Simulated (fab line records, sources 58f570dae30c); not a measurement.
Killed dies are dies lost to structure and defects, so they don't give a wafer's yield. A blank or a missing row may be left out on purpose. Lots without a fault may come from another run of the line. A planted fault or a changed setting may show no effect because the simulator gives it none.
Split-lot experiment | flow berkeley_cmos170 | 5 lots, 23 wafers read, on a route of 331 steps

THE SPLIT
At UCB170_PLDD_COAT_01 (resist thk 900 nm), the setting resist_thk_nm was moved away from the recipe's 900 nm on 7 of the 23 wafers read, by -3.4% to +5.7%. The other wafers ran this setting at the recipe's value.

The reading is taken at the split's own step.

THE READING
KrF_of_PLDD_COAT_01.thk_nm (the simulator's own value, which no gauge read), in nm, at UCB170_PLDD_COAT_01 (resist thk 900 nm). The file gives no usual value for it. The 16 wafers here that ran the recipe average 901.2 nm, standard deviation 3.5 nm.

wafer  | tool, chamber at the split | resist_thk_nm as run, nm | against the recipe | KrF_of_PLDD_COAT_01.thk_nm, nm | against lot-mates on the recipe
L076.1 | litho_track-04, 0          | 900                      | recipe             | 898.4                          | -
L076.2 | litho_track-04, 0          | 900                      | recipe             | 898.1                          | -
L076.3 | litho_track-04, 0          | 900                      | recipe             | 899.8                          | -
L076.5 | litho_track-04, 0          | 900                      | recipe             | 899.7                          | -
L076.6 | litho_track-04, 0          | 900                      | recipe             | 901.1                          | -
L081.1 | litho_track-04, 0          | 900                      | recipe             | 897.9                          | -
L081.4 | litho_track-04, 0          | 900                      | recipe             | 895.2                          | -
L081.5 | litho_track-04, 0          | 900                      | recipe             | 896.1                          | -
L079.1 | litho_track-03, 0          | 900                      | recipe             | 903.7                          | -
L079.2 | litho_track-03, 0          | 900                      | recipe             | 905.7                          | -
L079.3 | litho_track-03, 0          | 951.3                    | +5.7%              | 954.3                          | +49.4
L079.4 | litho_track-03, 0          | 951.3                    | +5.7%              | 952.7                          | +47.8
L079.6 | litho_track-03, 0          | 900                      | recipe             | 905.3                          | -
L080.1 | litho_track-02, 0          | 900                      | recipe             | 906                            | -
L080.5 | litho_track-02, 0          | 900                      | recipe             | 906                            | -
L080.2 | litho_track-02, 0          | 869.5                    | -3.4%              | 873.1                          | -32.9
L080.6 | litho_track-02, 0          | 869.5                    | -3.4%              | 873.1                          | -32.9
L080.4 | litho_track-02, 0          | 869.5                    | -3.4%              | 873.5                          | -32.5
L082.1 | litho_track-03, 0          | 926.7                    | +3.0%              | 929.3                          | +27.1
L082.2 | litho_track-03, 0          | 926.7                    | +3.0%              | 927.9                          | +25.7
L082.3 | litho_track-03, 0          | 900                      | recipe             | 902.7                          | -
L082.4 | litho_track-03, 0          | 900                      | recipe             | 904                            | -
L082.6 | litho_track-03, 0          | 900                      | recipe             | 899.9                          | -

THE FIT
A straight line over all 23 wafers: KrF_of_PLDD_COAT_01.thk_nm changes by +8.88 nm for each +1% of resist_thk_nm; r = +0.99; the points scatter about the line by 3.2 nm.
The same after taking each lot's own level away (the mean of its wafers on the recipe; 23 wafers): +8.95 nm for each +1%; r = +1.00; scatter 1.5 nm.
On that fit, the largest move of resist_thk_nm shifts the reading by 51 nm.
The lots' own levels span 896.40 to 906.00 nm, that is 2.7 times the standard deviation above.
So the lot-to-lot level changes the slope little: the two slopes agree.
Check: with one of the wafers moved furthest among these (+5.7%) left out of the fit, the line predicts +50.9 nm for it against its lot-mates. It came out at +49.4 nm against them.

OTHER SPLITS ON THESE WAFERS
These wafers also went through other splits before the reading. Each is held against what the fit with the lots' levels taken away leaves over:
other split on the same wafers | wafers away from the commonest value | r with KrF_of_PLDD_COAT_01.thk_nm (lot level and that fit taken away)
UCB170_PVT_IMPLANT_07 dose_cm2 | 10                                   | -0.30
UCB170_GATE_PEB_10 peb_temp_c  | 10                                   | +0.00

THE WHOLE CHAIN: every reading that the file lists as answering this split, in the file's order
step                 | what it does      | reading                                                                     | change (the file's fit)              | r (the file's)
UCB170_PLDD_COAT_01  | resist thk 900 nm | KrF_of_PLDD_COAT_01.thk_nm (the simulator's own value, which no gauge read) | +8.84 nm for each +1% of the setting | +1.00
UCB170_PLDD_STRIP_10 | strips in O2      | strip_time_to_endpoint_s                                                    | withheld for each +1% of the setting | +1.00

THE FILE'S OWN FIT
KrF_of_PLDD_COAT_01.thk_nm changes by +8.84 nm for each +1% of resist_thk_nm, r = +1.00.
